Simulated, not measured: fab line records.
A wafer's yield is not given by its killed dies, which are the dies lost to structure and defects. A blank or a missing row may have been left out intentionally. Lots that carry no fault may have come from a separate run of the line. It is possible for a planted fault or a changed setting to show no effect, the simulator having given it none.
A struck lot beside a sound one	flow berkeley-cmos170	29 steps out of a route of 331
Sound: the wafers L374.3, L374.4, L374.6. Wafers L386.2, L386.3, L386.5 were the ones struck. At the end, the cause is stated.
For every step that has rows: the tool of each side, followed by ch and its chambers, followed by its first start. Under that, the readings that differ: sound wafers	struck wafers	difference of the means	sigmas: that difference in standard deviations of wafers without a fault.
alike: readings with means less than 2 such deviations apart, plus words and numbers identical on both sides. not compared: withheld readings, readings lacking a value on some wafer, bounds such as >300 that could conceal the same value, and numbers that have no deviation in the record and whose values overlap.
A row with sigmas, a row that says differs or no value, or rows on one side alone: a step with any of these is where the two part. Numbers that have no deviation but don't overlap get no sigmas and don't part them. A reading missing from all wafers of one side parts the sides only when that side holds two or more wafers.

UCB170_ACTIVE_THK_MEAS_03:
  struck on film-metro-04, day 6 11:03; sound on film-metro-01, day 3 17:58
  alike: ACTIVE_OXIDE_THK
then, 2 steps without rows for these wafers: UCB170_ACTIVE_ANNEAL_04 (time 900 s); UCB170_ACTIVE_CVD_05 (deposits Si3N4 from SiH2Cl2/NH3, target thk 220 nm, time 3300 s).
UCB170_ACTIVE_THK_MEAS_06:
  struck on film-metro-01, day 6 19:23; sound on film-metro-01, day 4 01:08
reading	sound	struck	difference	sigmas
ACTIVE_NITRIDE_THK (nm)	216.1 214.6 218.3	222.8 222.0 221.3	+5.7	+2
then, 6 steps without rows for these wafers: UCB170_ACTIVE_HMDS_07 (prime time 60 s); UCB170_ACTIVE_COAT_08 (resist thk 900 nm); UCB170_ACTIVE_SOFTBAKE_09 (time 60 s); UCB170_ACTIVE_EXPOSE_10 (exposes mask ACTIVE, target cd 1200 nm); UCB170_ACTIVE_PEB_11; UCB170_ACTIVE_DEVELOP_12 (develop time 45 s).
UCB170_ACTIVE_CD_MEAS_13: target cd 1200 nm.
  struck on cd-sem-02, day 6 20:44; sound on cd-sem-01, day 4 02:29
  alike: cd-nm
UCB170_ACTIVE_OVL_MEAS_14:
  struck on overlay-01, day 6 20:50; sound on overlay-02, day 4 02:35
reading	sound	struck	difference	sigmas
ACTIVE_OVL (nm)	-3 1 -4	15 13 4	+13	+3
UCB170_ACTIVE_ETCH_15: etches Si3N4 in CH3F/Ar/O2, stops on SiO2, target depth 242 nm, time 151 s.
  sound on rie-diel-03 ch 0,2, day 4 02:37; struck on rie-diel-03 ch 0,1,2, day 6 20:52
reading	sound	struck	difference	sigmas
over-etch-frac	0.1 0.1 0.1	0.13196 0.13196 0.13196	+0.03196	
model.SiO2_of_ACTIVE_OXIDATION_02.thk-nm (nm)	22.44 22.29 22.39	21.12 21.87 22.23	-0.63	
  alike: drypump-motor-current-A, mfc-ar-sccm, oes-product-au, throttle-valve-pct
  not compared: rf-hours-counter-h
UCB170_ACTIVE_STRIP_16: strips in O2.
  sound on plasma-asher-04 ch 0,1, day 4 02:44; struck on plasma-asher-04 ch 0, day 6 20:58
  alike: drypump-motor-current-A, o2-flow-sccm, oes-product-au, strip-time-to-endpoint-s
  not compared: rf-hours-counter-h
UCB170_ACTIVE_CD_MEAS_90: target cd 1200 nm.
  struck on cd-sem-02, day 6 21:05; sound on cd-sem-02, day 4 02:51
  alike: cd-nm
then, 7 steps without rows for these wafers: UCB170_ACTIVE_CLEAN_17 (cleans in SPM, time 600 s); UCB170_PFIELD_HMDS_00 (prime time 60 s); UCB170_PFIELD_COAT_01 (resist thk 900 nm); UCB170_PFIELD_SOFTBAKE_02 (time 60 s); UCB170_PFIELD_EXPOSE_03 (exposes mask PFIELD, target cd 1500 nm); UCB170_PFIELD_PEB_04; UCB170_PFIELD_DEVELOP_05 (develop time 45 s).
UCB170_PFIELD_OVL_MEAS_06:
  struck on overlay-01, day 6 22:14; sound on overlay-01, day 4 05:13
  alike: PFIELD_OVL
next, for these wafers, 1 step has no rows: UCB170_PFIELD_IMPLANT_07.
UCB170_PFIELD_STRIP_08: strips in O2.
  sound on plasma-asher-02 ch 0,1, day 4 05:25; struck on plasma-asher-02 ch 0,1, day 6 22:25
  alike: drypump-motor-current-A, o2-flow-sccm, oes-product-au, strip-time-to-endpoint-s
  not compared: rf-hours-counter-h
UCB170_PFIELD_TW_MEAS_09:
  struck on film-metro-01, day 6 22:31; sound on film-metro-03, day 4 05:30
reading	sound	struck	difference	sigmas
PFIELD_TW	609 608 608	600 599 599	-9	-3
UCB170_FIELD_CLEAN_00: cleans in dHF, time 7.5 s.
  sound on wet-bench-04 ch 2, day 4 05:32; struck on wet-bench-03 ch 2, day 6 22:34
reading	sound	struck	difference	sigmas
model.SiO2_of_ACTIVE_OXIDATION_02.thk-nm (nm)	20.98 20.83 20.92	19.65 20.4 20.76	-0.64	
then, 1 step without rows for these wafers: UCB170_FIELD_OXIDATION_01 (target thk 558.3 nm, ox time 7200 s).
UCB170_M3_PROBE_99:
  the record holds rows for the sound wafers here (prober-01, day 7 18:18) but none for the struck ones

## WHERE THEY PART
Earliest at UCB170_ACTIVE_THK_MEAS_06; latest, in this record, at UCB170_M3_PROBE_99.

WHY: whatever the simulator had introduced
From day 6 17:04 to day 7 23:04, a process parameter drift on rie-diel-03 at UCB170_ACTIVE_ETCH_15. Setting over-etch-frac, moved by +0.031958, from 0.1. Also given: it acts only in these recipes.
